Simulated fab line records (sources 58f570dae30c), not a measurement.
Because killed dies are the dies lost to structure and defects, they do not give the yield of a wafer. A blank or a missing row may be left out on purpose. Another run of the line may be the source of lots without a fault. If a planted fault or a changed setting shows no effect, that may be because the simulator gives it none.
Lot-split experiment + flow berkeley_cmos170 + route with 331 steps; 5 lots, 23 wafers read

## ON THE SPLIT
At UCB170_V1_ETCH_14 (etches SiO2 in CHF3/CF4/Ar, stops on Al, target depth 1250 nm, time 291 s), the setting time_s was moved away from the recipe's 291 s on 11 of the 23 wafers read, by -11.5% to +14.1%. The other wafers ran this setting at the recipe's value.

Reading taken at the split's own step.

## THE READING
KrF_of_V1_COAT_07.thk_nm (the simulator's own value, which no gauge read), in nm, at UCB170_V1_ETCH_14 (etches SiO2 in CHF3/CF4/Ar, stops on Al, target depth 1250 nm, time 291 s). The file gives no usual value for it. Across the 12 wafers here that went through the recipe, the average is 610.6 nm and the standard deviation 4.8 nm.

| wafer  | tool, chamber at the split | time_s as run, s | against the recipe | KrF_of_V1_COAT_07.thk_nm, nm | against lot-mates on the recipe |
|--------|----------------------------|------------------|--------------------|------------------------------|---------------------------------|
| L076.1 | rie_diel-03, 1             | 257.5            | -11.5%             | 652                          | +46.1                           |
| L076.2 | rie_diel-03, 3             | 257.5            | -11.5%             | 644                          | +38.1                           |
| L076.3 | rie_diel-03, 2             | 291              | recipe             | 603.1                        | -                               |
| L076.4 | rie_diel-03, 0             | 291              | recipe             | 608.6                        | -                               |
| L076.5 | rie_diel-03, 3             | 257.5            | -11.5%             | 645.1                        | +39.2                           |
| L080.2 | rie_diel-03, 2             | 291              | recipe             | 601.1                        | -                               |
| L080.3 | rie_diel-03, 1             | 291              | recipe             | 615.1                        | -                               |
| L080.6 | rie_diel-03, 1             | 291              | recipe             | 615                          | -                               |
| L081.1 | rie_diel-03, 1             | 260.9            | -10.3%             | 647.4                        | +37.1                           |
| L081.3 | rie_diel-03, 0             | 260.9            | -10.3%             | 640                          | +29.7                           |
| L081.4 | rie_diel-03, 2             | 291              | recipe             | 608.8                        | -                               |
| L081.5 | rie_diel-03, 2             | 260.9            | -10.3%             | 633.1                        | +22.8                           |
| L081.6 | rie_diel-03, 3             | 291              | recipe             | 611.9                        | -                               |
| L085.1 | rie_diel-04, 0             | 329.6            | +13.3%             | 586.6                        | -28.0                           |
| L085.2 | rie_diel-04, 2             | 291              | recipe             | 618.5                        | -                               |
| L085.3 | rie_diel-04, 1             | 291              | recipe             | 610.8                        | -                               |
| L085.4 | rie_diel-04, 3             | 329.6            | +13.3%             | 577.3                        | -37.4                           |
| L085.6 | rie_diel-04, 3             | 329.6            | +13.3%             | 580                          | -34.6                           |
| L084.1 | rie_diel-04, 2             | 291              | recipe             | 610.5                        | -                               |
| L084.2 | rie_diel-04, 1             | 332              | +14.1%             | 569.6                        | -41.7                           |
| L084.3 | rie_diel-04, 0             | 332              | +14.1%             | 578.2                        | -33.1                           |
| L084.4 | rie_diel-04, 1             | 291              | recipe             | 609.1                        | -                               |
| L084.6 | rie_diel-04, 0             | 291              | recipe             | 614.4                        | -                               |

FIT RESULTS
A straight line over all 23 wafers: KrF_of_V1_COAT_07.thk_nm changes by -2.67 nm for each +1% of time_s; r = -0.97; the points scatter about the line by 5.5 nm.
The same after taking each lot's own level away (the mean of its wafers on the recipe; 23 wafers): -2.88 nm for each +1%; r = -0.98; scatter 5.4 nm.
Per that fit: largest time_s move, reading shift of 41 nm.
The span of the lots' own levels, 605.85 to 614.65 nm, comes to 1.8 times the standard deviation stated above.
The two slopes agree, so the slope changes little with the lot-to-lot level.
Check: -38 nm against its lot-mates is what the line predicts for one of the wafers moved furthest among these (+14.1%) when that wafer is left out of the fit. It came out at -41.7 nm against them.

## THE WHOLE CHAIN: every reading that the file lists as answering this split, in the file's order
| step               | what it does                                                              | reading                                                                   | change (the file's fit)              | r (the file's) |
|--------------------|---------------------------------------------------------------------------|---------------------------------------------------------------------------|--------------------------------------|----------------|
| UCB170_V1_ETCH_14  | etches SiO2 in CHF3/CF4/Ar, stops on Al, target depth 1250 nm, time 291 s | KrF_of_V1_COAT_07.thk_nm (the simulator's own value, which no gauge read) | -2.85 nm for each +1% of the setting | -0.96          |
| UCB170_V1_STRIP_15 | strips in O2                                                              | strip_time_to_endpoint_s                                                  | withheld for each +1% of the setting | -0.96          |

## FILE'S OWN FIT
KrF_of_V1_COAT_07.thk_nm changes by -2.85 nm for each +1% of time_s, r = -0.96.
